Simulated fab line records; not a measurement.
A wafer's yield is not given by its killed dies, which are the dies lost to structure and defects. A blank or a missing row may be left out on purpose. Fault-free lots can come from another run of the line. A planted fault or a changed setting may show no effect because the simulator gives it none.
Commonality check across tools ; flow rit_cmos ; Sample size 15 lots and 45 wafers

WHY IT WAS OPENED
Of 15 lots, 3 have the reading ACTIVE_NITRIDE_THK flagged at RIT_ACTIVE_THK_MEAS_04. Fault-free wafers read 150.2 nm, with a standard deviation of 1.4.
Rule: a lot gets a flag if all its wafers with a number sit over 4 standard deviations from that mean, or if no wafer of it has a number. As for the other lots, they are considered sound.

lot;measured;on;ACTIVE_NITRIDE_THK (nm), wafer by wafer;flag
L530;day 1 13:37;film_metro-02;149.3 149.5 150.3;
L531;day 1 18:46;film_metro-03;149.9 152.4 149.0;
L532;day 1 23:35;film_metro-02;151.2 150.3 149.8;
L533;day 2 04:32;film_metro-03;150.9 148.8 149.6;
L534;day 2 09:55;film_metro-03;151.4 152.9 152.2;
L535;day 2 15:14;film_metro-02;151.4 151.1 152.8;
L537;day 3 00:34;film_metro-03;152.8 151.0 151.5;
L538;day 3 05:32;film_metro-03;147.9 148.9 149.2;
L539;day 3 10:32;film_metro-03;150.1 150.5 150.1;
L541;day 3 20:32;film_metro-03;149.6 150.1 149.6;
L543;day 4 06:32;film_metro-04;150.7 148.8 149.2;
L544;day 4 11:32;film_metro-02;149.5 150.5 150.1;
L547;day 5 02:32;film_metro-03;134.7 135.1 134.3;FLAGGED
L549;day 5 12:32;film_metro-03;133.7 133.1 132.7;FLAGGED
L551;day 5 22:32;film_metro-03;135.2 136.3 135.6;FLAGGED
The mean of the flagged lots' numbers is 134.5 nm, -15.7 nm from the usual (-11 standard deviations).

EACH LOT AND THE TOOL IT RAN ON
The record holds 1 process step before the reading, out of a route of 202 steps. In each cell: the tool, then ch and the chambers that the sampled wafers went through, then the start.
lot;flag;RIT_ACTIVE_CVD_03
L530;;lpcvd-02 ch 1, day 1 12:11
L531;;lpcvd-02 ch 1, day 1 17:20
L532;;lpcvd-01 ch 0, day 1 22:10
L533;;lpcvd-01 ch 1, day 2 03:07
L534;;lpcvd-01 ch 1, day 2 08:30
L535;;lpcvd-02 ch 0, day 2 13:07
L537;;lpcvd-02 ch 0, day 2 23:07
L538;;lpcvd-01 ch 1, day 3 04:07
L539;;lpcvd-02 ch 0, day 3 09:07
L541;;lpcvd-01 ch 0, day 3 19:07
L543;;lpcvd-02 ch 1, day 4 05:07
L544;;lpcvd-01 ch 0, day 4 10:07
L547;FLAGGED;lpcvd-01 ch 0, day 5 01:07
L549;FLAGGED;lpcvd-01 ch 0, day 5 11:07
L551;FLAGGED;lpcvd-01 ch 0, day 5 21:07
These steps, and what they do:
- RIT_ACTIVE_CVD_03: deposits Si3N4 from SiH2Cl2/NH3, target thk 150 nm, time 1500 s.
- RIT_ACTIVE_THK_MEAS_04

FLAGGED OVER TOTAL, TOOL BY TOOL (the gauges that took the reading come last)
step;tool;lots run;flagged;share of the flagged lots;sound lots run after its first flagged lot
RIT_ACTIVE_CVD_03;lpcvd-01;9;3;all;0
RIT_ACTIVE_CVD_03;lpcvd-02;6;0;none;-
RIT_ACTIVE_THK_MEAS_04;film_metro-02;4;0;none;-
RIT_ACTIVE_THK_MEAS_04;film_metro-03;10;3;all;0
RIT_ACTIVE_THK_MEAS_04;film_metro-04;1;0;none;-

WHAT THE TABLE ALLOWS
2 rows of the table ran every flagged lot: lpcvd-01 at RIT_ACTIVE_CVD_03, film_metro-03 at RIT_ACTIVE_THK_MEAS_04.
- lpcvd-01 at RIT_ACTIVE_CVD_03: 3 of its 9 lots flagged. A fault beginning between L544 (day 4 10:07), its last sound lot, and L547 (day 5 01:07), its first flagged one, fits the data.
- film_metro-03 at RIT_ACTIVE_THK_MEAS_04: 3 of its 10 lots flagged. A fault beginning between L541 (day 3 20:32), its last sound lot, and L547 (day 5 02:32), its first flagged one, fits the data.
Because each of these 2 tools fits a fault that began at some hour, counting lots does not separate them. More lots, or a look at what each step does to the wafer, might.

WHAT THE SIMULATOR PUT IN
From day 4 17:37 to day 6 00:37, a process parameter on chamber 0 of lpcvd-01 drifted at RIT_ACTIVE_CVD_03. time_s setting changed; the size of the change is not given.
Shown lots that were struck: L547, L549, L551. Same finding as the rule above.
